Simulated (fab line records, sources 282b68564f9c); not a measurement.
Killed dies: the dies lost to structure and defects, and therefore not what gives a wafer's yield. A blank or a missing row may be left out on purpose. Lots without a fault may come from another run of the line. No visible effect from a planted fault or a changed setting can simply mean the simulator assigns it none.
Which tool was responsible? / flow ritCmos / 14 lots, 42 wafers sampled, at 2 steps of a route of 202

## WHAT EACH GAUGE READ, for each wafer
RIT_WELLDRIVE_RS_MEAS_02: measures by four-point-probe. Usual: for PWELL_RS the level is 429.4 ohm/sq and the standard deviation is 1.3.
lot=L213; measured=day 2 12:08; on=filmMetro-01; PWELL_RS (ohm/sq)=428.1 427.4 429.1; flag=
lot=L215; measured=day 2 19:44; on=filmMetro-01; PWELL_RS (ohm/sq)=429.2 427.9 428.9; flag=
lot=L217; measured=day 3 08:07; on=filmMetro-02; PWELL_RS (ohm/sq)=429.9 428.9 428.2; flag=
lot=L218; measured=day 3 12:27; on=filmMetro-02; PWELL_RS (ohm/sq)=427.2 427.8 427.6; flag=
lot=L219; measured=day 3 17:07; on=filmMetro-04; PWELL_RS (ohm/sq)=431.0 429.1 429.4; flag=
lot=L220; measured=day 4 00:36; on=filmMetro-01; PWELL_RS (ohm/sq)=428.9 430.6 429.0; flag=
lot=L221; measured=day 4 05:33; on=filmMetro-04; PWELL_RS (ohm/sq)=430.5 430.6 431.1; flag=
lot=L222; measured=day 4 07:02; on=filmMetro-01; PWELL_RS (ohm/sq)=429.8 428.3 428.2; flag=
lot=L228; measured=day 5 13:59; on=filmMetro-01; PWELL_RS (ohm/sq)=442.9 441.8 443.7 443.9 442.4 443.6; flag=OFF
lot=L230; measured=day 5 23:35; on=filmMetro-01; PWELL_RS (ohm/sq)=439.4 442.4 441.3 441.3 441.8 441.9; flag=OFF
lot=L231; measured=day 6 06:56; on=filmMetro-02; PWELL_RS (ohm/sq)=430.9 431.5 431.3; flag=
lot=L232; measured=day 6 09:09; on=filmMetro-02; PWELL_RS (ohm/sq)=429.6 428.6 429.2; flag=
lot=L233; measured=day 6 15:00; on=filmMetro-02; PWELL_RS (ohm/sq)=428.4 429.3 430.4; flag=
lot=L234; measured=day 6 19:14; on=filmMetro-01; PWELL_RS (ohm/sq)=428.5 427.9 428.4; flag=

## WHICH TOOL RAN EACH LOT (tool, then ch and the chambers of the sampled wafers, then the start)
lot=L213; RIT_PWELL_IMPLANT_08=implanter-03 ch 0, day 2 06:32
lot=L215; RIT_PWELL_IMPLANT_08=implanter-01 ch 0, day 2 14:08
lot=L217; RIT_PWELL_IMPLANT_08=implanter-03 ch 0, day 3 02:02
lot=L218; RIT_PWELL_IMPLANT_08=implanter-01 ch 0, day 3 05:42
lot=L219; RIT_PWELL_IMPLANT_08=implanter-03 ch 0, day 3 11:32
lot=L220; RIT_PWELL_IMPLANT_08=implanter-01 ch 0, day 3 18:32
lot=L221; RIT_PWELL_IMPLANT_08=implanter-03 ch 0, day 3 22:56
lot=L222; RIT_PWELL_IMPLANT_08=implanter-01 ch 0, day 4 01:01
lot=L228; RIT_PWELL_IMPLANT_08=implanter-01 ch 0, day 5 07:59
lot=L230; RIT_PWELL_IMPLANT_08=implanter-01 ch 0, day 5 17:59
lot=L231; RIT_PWELL_IMPLANT_08=implanter-04 ch 0, day 5 23:50
lot=L232; RIT_PWELL_IMPLANT_08=implanter-04 ch 0, day 6 03:33
lot=L233; RIT_PWELL_IMPLANT_08=implanter-03 ch 0, day 6 09:25
lot=L234; RIT_PWELL_IMPLANT_08=implanter-03 ch 0, day 6 13:35
- RIT_PWELL_IMPLANT_08

## AS READ BY THE TOOLS THEMSELVES (means over the sampled wafers that have a number; for cases with no such wafer, the mark the record gives instead)
RIT_PWELL_IMPLANT_08. Usual: beamEnergyKeV 169.99, standard deviation 0.052; endStationPressureTorr 5.18e-06 Torr, standard deviation 2.8e-07; faradayCurrentUA 222, standard deviation 4.4.
lot=L213; tool=implanter-03; beamEnergyKeV=169.95; endStationPressureTorr (Torr)=4.98e-06; faradayCurrentUA=226; flag=
lot=L215; tool=implanter-01; beamEnergyKeV=169.98; endStationPressureTorr (Torr)=5.37e-06; faradayCurrentUA=226; flag=
lot=L217; tool=implanter-03; beamEnergyKeV=170.00; endStationPressureTorr (Torr)=5.01e-06; faradayCurrentUA=222; flag=
lot=L218; tool=implanter-01; beamEnergyKeV=169.96; endStationPressureTorr (Torr)=5.18e-06; faradayCurrentUA=224; flag=
lot=L219; tool=implanter-03; beamEnergyKeV=170.01; endStationPressureTorr (Torr)=4.91e-06; faradayCurrentUA=219; flag=
lot=L220; tool=implanter-01; beamEnergyKeV=170.01; endStationPressureTorr (Torr)=5.09e-06; faradayCurrentUA=216; flag=
lot=L221; tool=implanter-03; beamEnergyKeV=170.02; endStationPressureTorr (Torr)=5.51e-06; faradayCurrentUA=222; flag=
lot=L222; tool=implanter-01; beamEnergyKeV=169.98; endStationPressureTorr (Torr)=5.22e-06; faradayCurrentUA=222; flag=
lot=L228; tool=implanter-01; beamEnergyKeV=124.28; endStationPressureTorr (Torr)=5.06e-06; faradayCurrentUA=221; flag=OFF
lot=L230; tool=implanter-01; beamEnergyKeV=124.18; endStationPressureTorr (Torr)=5.28e-06; faradayCurrentUA=222; flag=OFF
lot=L231; tool=implanter-04; beamEnergyKeV=170.00; endStationPressureTorr (Torr)=5.35e-06; faradayCurrentUA=224; flag=
lot=L232; tool=implanter-04; beamEnergyKeV=169.98; endStationPressureTorr (Torr)=4.97e-06; faradayCurrentUA=225; flag=
lot=L233; tool=implanter-03; beamEnergyKeV=169.94; endStationPressureTorr (Torr)=5.18e-06; faradayCurrentUA=223; flag=
lot=L234; tool=implanter-03; beamEnergyKeV=169.98; endStationPressureTorr (Torr)=5.11e-06; faradayCurrentUA=217; flag=

## THE ANSWER, worked out from the rows above alone
Rule: a lot counts as off when the mean over its wafers that have a number is more than 3 standard deviations away from the usual mean. Also off: a lot with no number at a reading for which 4 or more lots have one. All remaining lots with rows at the step are treated as sound. Order of review: gauges by route order, followed by the tools' own readings, for which a lot's mean as printed above is used. At the first step where some lot is off, the reading lying furthest off is the one used; lots without a number count as furthest.
Off: at RIT_WELLDRIVE_RS_MEAS_02 (PWELL_RS), L228, L230.
If a tool, at a process step before that reading, ran all the lots that are off and no sound lot after the first of them, it fits. The gauges at RIT_WELLDRIVE_RS_MEAS_02 aren't tried: what is off there is off at RIT_PWELL_IMPLANT_08 too, on other tools, and a gauge's error can't cause that. One fits: implanter-01 at RIT_PWELL_IMPLANT_08. Its last sound lot is L222 (day 4 01:01), its first lot that is off L228 (day 5 07:59): a fault that began between those two fits.
The tool's own readings at RIT_PWELL_IMPLANT_08 bear it out: on the lots that are off they differ by more than 5 times the standard deviation of the sound lots' means. beamEnergyKeV reads 124.23 there against 169.98 on the sound lots.

## WHAT HAD BEEN PUT IN BY THE SIMULATOR
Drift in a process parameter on implanter-01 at RIT_PWELL_IMPLANT_08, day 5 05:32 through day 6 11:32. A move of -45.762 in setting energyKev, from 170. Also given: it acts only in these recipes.
Shown lots that were struck: L228, L230. The rule above found the same.
